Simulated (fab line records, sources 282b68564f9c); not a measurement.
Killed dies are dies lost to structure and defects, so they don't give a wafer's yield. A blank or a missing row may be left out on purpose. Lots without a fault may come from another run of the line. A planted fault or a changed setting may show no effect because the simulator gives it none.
Problem report in the 8D (eight disciplines) form, filled by code | flow rit_cmos | the parts of the form that need people (team, actions taken, sign-off) are left out

1. THE PROBLEM
heater_power_total_W at RIT_ACTIVE_SOFTBAKE_07 reads a mean of 36.25 W on 6 wafers of 2 lots; wafers without a fault read 34.56 W with a standard deviation of 0.052. That is +33 standard deviations from the usual mean.
The step: time 60 s.
First seen on wafer L796.1, day 4 02:38, on litho_track-01. The record holds 42 wafers of 14 lots with a number at this step. Rule for "out", or "out of limits": more than 4 standard deviations from the usual mean. The other wafers with a number count as sound.

2. WHAT IT IS AND WHAT IT IS NOT
question                    | is                                 | is not
which readings at this step | heater_power_total_W, plate_temp_C | -
which lots                  | L796, L798                         | L785, L786, L787, L788, L790, L791, L792, L793, L794, L795, L806, L807
which wafers of those lots  | all that have a number             | -
read on which tools         | litho_track-01                     | litho_track-03, litho_track-04
when                        | from day 4 02:38                   | up to then (30 sound wafers); but 6 sound wafers of L806, L807 came after

3. SUSPECTS, AND WHAT RULES EACH OUT
Counting: a tool at a process step up to the reading stays a suspect if it ran every lot that is out and no sound lot after the first of them.
- litho_track-01 at RIT_ACTIVE_SOFTBAKE_07 (time 60 s): kept. It ran every lot that is out, first L796 (day 4 02:38), and no sound lot after that; its last sound lot up to then is L794 (day 3 21:14). Its own readings are out on those wafers: heater_power_total_W, plate_temp_C.
Left after counting: litho_track-01 at RIT_ACTIVE_SOFTBAKE_07.

4. THE CAUSE (what the simulator had put in)
Process parameter drift: litho_track-01, from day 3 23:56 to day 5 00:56, at RIT_ACTIVE_SOFTBAKE_07. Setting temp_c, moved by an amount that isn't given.
Counting left only this tool.

5. THE CHAIN OF EFFECTS, in route order
Each row: a reading whose mean over the struck wafers that have a number lies more than 3 standard deviations from the usual. Only readings for which the record gives a usual standard deviation are gone through. hours: the time from each lot's start at the first step in this table that gives one to its start at this step, as a median over the lots. sigmas: the change in usual standard deviations.
hours | step                   | reading              | usual   | on struck wafers | change | sigmas
0     | RIT_ACTIVE_SOFTBAKE_07 | heater_power_total_W | 34.56 W | 36.25            | +1.69  | +33
0     | RIT_ACTIVE_SOFTBAKE_07 | plate_temp_C         | 89.99 C | 93.12            | +3.13  | +22
The process steps in it:
- RIT_ACTIVE_SOFTBAKE_07: time 60 s.

6. WHAT WOULD HAVE CAUGHT IT SOONER
In this record the first reading out of limits was taken at day 4 02:38, 3 hours after the fault began at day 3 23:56.
